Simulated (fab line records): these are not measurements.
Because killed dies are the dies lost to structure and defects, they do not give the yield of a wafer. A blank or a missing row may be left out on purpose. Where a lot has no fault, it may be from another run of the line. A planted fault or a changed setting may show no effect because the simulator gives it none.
Which tool is to blame? + flow rit_cmos + 45 wafers from 15 lots sampled at 5 of the route's 202 steps

WHAT THE GAUGES SHOWED, per wafer
RIT_ACTIVE_BOW_MEAS_00.
| lot  | measured    | on            | INCOMING_BOW (um) |
|------|-------------|---------------|-------------------|
| L175 | day 1 10:01 | film_metro-02 | 4 -9 3            |
| L176 | day 1 15:02 | film_metro-03 | 5 4 2             |
| L177 | day 1 20:00 | film_metro-02 | -13 -12 5         |
| L178 | day 2 01:01 | film_metro-01 | -5 -2 8           |
| L179 | day 2 06:00 | film_metro-03 | -2 2 -9           |
| L183 | day 3 02:00 | film_metro-01 | -15 5 4           |
| L187 | day 3 22:01 | film_metro-02 | 0 -4 -5           |
| L189 | day 4 08:00 | film_metro-01 | -6 -2 5           |
| L190 | day 4 13:00 | film_metro-01 | -13 2 6           |
| L192 | day 4 23:04 | film_metro-01 | 16 8 -9           |
| L194 | day 5 09:04 | film_metro-03 | 8 7 4             |
| L195 | day 5 14:00 | film_metro-01 | 2 3 1             |
| L196 | day 5 19:00 | film_metro-03 | -6 -4 -3          |
| L197 | day 6 00:01 | film_metro-02 | -5 3 2            |
| L198 | day 6 05:00 | film_metro-01 | -2 8 -5           |

RIT_FOX2_THK_MEAS_01.
| lot  | measured    | on            | FOX2_OXIDE_THK (nm) |
|------|-------------|---------------|---------------------|
| L175 | day 1 20:14 | film_metro-01 | 350 354 342         |
| L176 | day 2 01:15 | film_metro-02 | 351 360 350         |
| L177 | day 2 11:35 | film_metro-02 | 520 507 515         |
| L178 | day 2 14:25 | film_metro-04 | 351 344 348         |
| L179 | day 2 22:11 | film_metro-04 | 360 360 358         |
| L183 | day 3 12:52 | film_metro-04 | 517 513 514         |
| L187 | day 4 09:49 | film_metro-02 | 524 522 529         |
| L189 | day 4 16:49 | film_metro-01 | 343 337 338         |
| L190 | day 4 22:11 | film_metro-01 | 350 349 347         |
| L192 | day 5 07:21 | film_metro-04 | 350 340 350         |
| L194 | day 5 17:38 | film_metro-04 | 346 341 348         |
| L195 | day 5 23:26 | film_metro-01 | 347 342 350         |
| L196 | day 6 03:26 | film_metro-01 | 349 350 355         |
| L197 | day 6 09:26 | film_metro-01 | 352 352 359         |
| L198 | day 6 13:19 | film_metro-01 | 357 355 358         |

RIT_FOX2_THK_MEAS_90.
| lot  | measured    | on            | FIELD_OXIDE_LEFT_1_THK (nm) |
|------|-------------|---------------|-----------------------------|
| L175 | day 1 21:11 | film_metro-01 | 323 326 315                 |
| L176 | day 2 02:07 | film_metro-02 | 323 333 323                 |
| L177 | day 2 12:37 | film_metro-04 | 492 479 488                 |
| L178 | day 2 15:17 | film_metro-02 | 324 316 320                 |
| L179 | day 2 23:04 | film_metro-02 | 332 333 331                 |
| L183 | day 3 14:34 | film_metro-02 | 491 486 486                 |
| L187 | day 4 10:42 | film_metro-04 | 497 496 502                 |
| L189 | day 4 17:42 | film_metro-02 | 315 310 311                 |
| L190 | day 4 23:17 | film_metro-02 | 323 322 321                 |
| L192 | day 5 08:18 | film_metro-01 | 323 313 322                 |
| L194 | day 5 18:31 | film_metro-01 | 319 314 321                 |
| L195 | day 6 00:19 | film_metro-04 | 319 315 324                 |
| L196 | day 6 04:19 | film_metro-04 | 322 322 328                 |
| L197 | day 6 10:23 | film_metro-04 | 326 325 332                 |
| L198 | day 6 14:11 | film_metro-04 | 329 328 330                 |

RIT_FOX2_THK_MEAS_91.
| lot  | measured    | on            | FIELD_OXIDE_LEFT_2_THK (nm) |
|------|-------------|---------------|-----------------------------|
| L175 | day 2 10:13 | film_metro-04 | 256 259 248                 |
| L176 | day 2 16:10 | film_metro-04 | 255 265 255                 |
| L177 | day 3 04:05 | film_metro-01 | 424 412 420                 |
| L178 | day 3 07:20 | film_metro-04 | 256 248 252                 |
| L179 | day 3 12:24 | film_metro-01 | 265 265 263                 |
| L183 | day 4 04:56 | film_metro-04 | 421 416 416                 |
| L187 | day 5 02:12 | film_metro-04 | 430 428 434                 |
| L189 | day 5 05:59 | film_metro-02 | 246 241 242                 |
| L190 | day 5 11:56 | film_metro-01 | 255 254 253                 |
| L192 | day 5 21:33 | film_metro-04 | 255 245 254                 |
| L194 | day 6 06:58 | film_metro-04 | 251 247 252                 |
| L195 | day 6 12:34 | film_metro-01 | 252 247 256                 |
| L196 | day 6 16:29 | film_metro-01 | 254 254 260                 |
| L197 | day 6 22:34 | film_metro-01 | 257 257 264                 |
| L198 | day 7 02:43 | film_metro-02 | 262 260 262                 |

TOOL THAT RAN EACH LOT (tool first, then ch and the chambers of the sampled wafers, then the start)
| lot  | RIT_FOX2_OXIDATION_00                                         |
|------|---------------------------------------------------------------|
| L175 | furnace-01 ch 0, day 1 18:55                                  |
| L176 | furnace-03 ch 0, day 1 23:55                                  |
| L177 | furnace-04 ch 0, day 2 07:28                                  |
| L178 | furnace-04 ch 0, day 2 13:05                                  |
| L179 | furnace-01 ch 0, day 2 20:53                                  |
| L183 | furnace-01 ch 0, day 3 10:04                                  |
| L187 | furnace-01 ch 0, day 4 06:28 and furnace-03 ch 0, day 4 08:29 |
| L189 | furnace-04 ch 0, day 4 15:31                                  |
| L190 | furnace-03 ch 0, day 4 20:52                                  |
| L192 | furnace-04 ch 0, day 5 06:01                                  |
| L194 | furnace-04 ch 0, day 5 16:17                                  |
| L195 | furnace-03 ch 0, day 5 22:08                                  |
| L196 | furnace-03 ch 0, day 6 02:07                                  |
| L197 | furnace-03 ch 0, day 6 08:07                                  |
| L198 | furnace-01 ch 0, day 6 12:00                                  |
- RIT_FOX2_OXIDATION_00: target thk 350.7 nm, ox time 1130 s.

WHAT THE TOOLS THEMSELVES READ (means of the sampled wafers that have a number; where no wafer has one, the mark that the record gives instead)
The record holds no such reading with a usual standard deviation.

THE ANSWER, worked out from the rows above alone
Rule: what is usual is taken from the lots themselves. Put in order of their means at a reading, lots are off if they are a third of the lots or fewer, leave a main group of 4 or more, and stand apart from it by a gap of 3 or more times the standard deviation of the main group's means; of several such gaps the widest counts. Not used: any main group whose means are identical at the precision the tables above print for the reading. A lot without any number at a reading at which 4 lots or more have one is off too. Any other lot the step has rows for is counted as sound. The gauges are gone through in route order, then the tools' own readings, and for those a lot's mean is taken as printed above. At the first step where some lot is off, the reading lying furthest off is the one used; lots without a number count as furthest.
Off: at RIT_FOX2_THK_MEAS_01 (FOX2_OXIDE_THK), L177, L183, L187. The main group has a mean of 350 nm with a standard deviation of 5.3.
If a tool, at a process step before that reading, ran all the lots that are off and no sound lot after the first of them, it fits. Gauges at RIT_FOX2_THK_MEAS_01: tried the same way as those tools. Not one of the candidates tried fits.

WHAT THE SIMULATOR HAD PUT IN
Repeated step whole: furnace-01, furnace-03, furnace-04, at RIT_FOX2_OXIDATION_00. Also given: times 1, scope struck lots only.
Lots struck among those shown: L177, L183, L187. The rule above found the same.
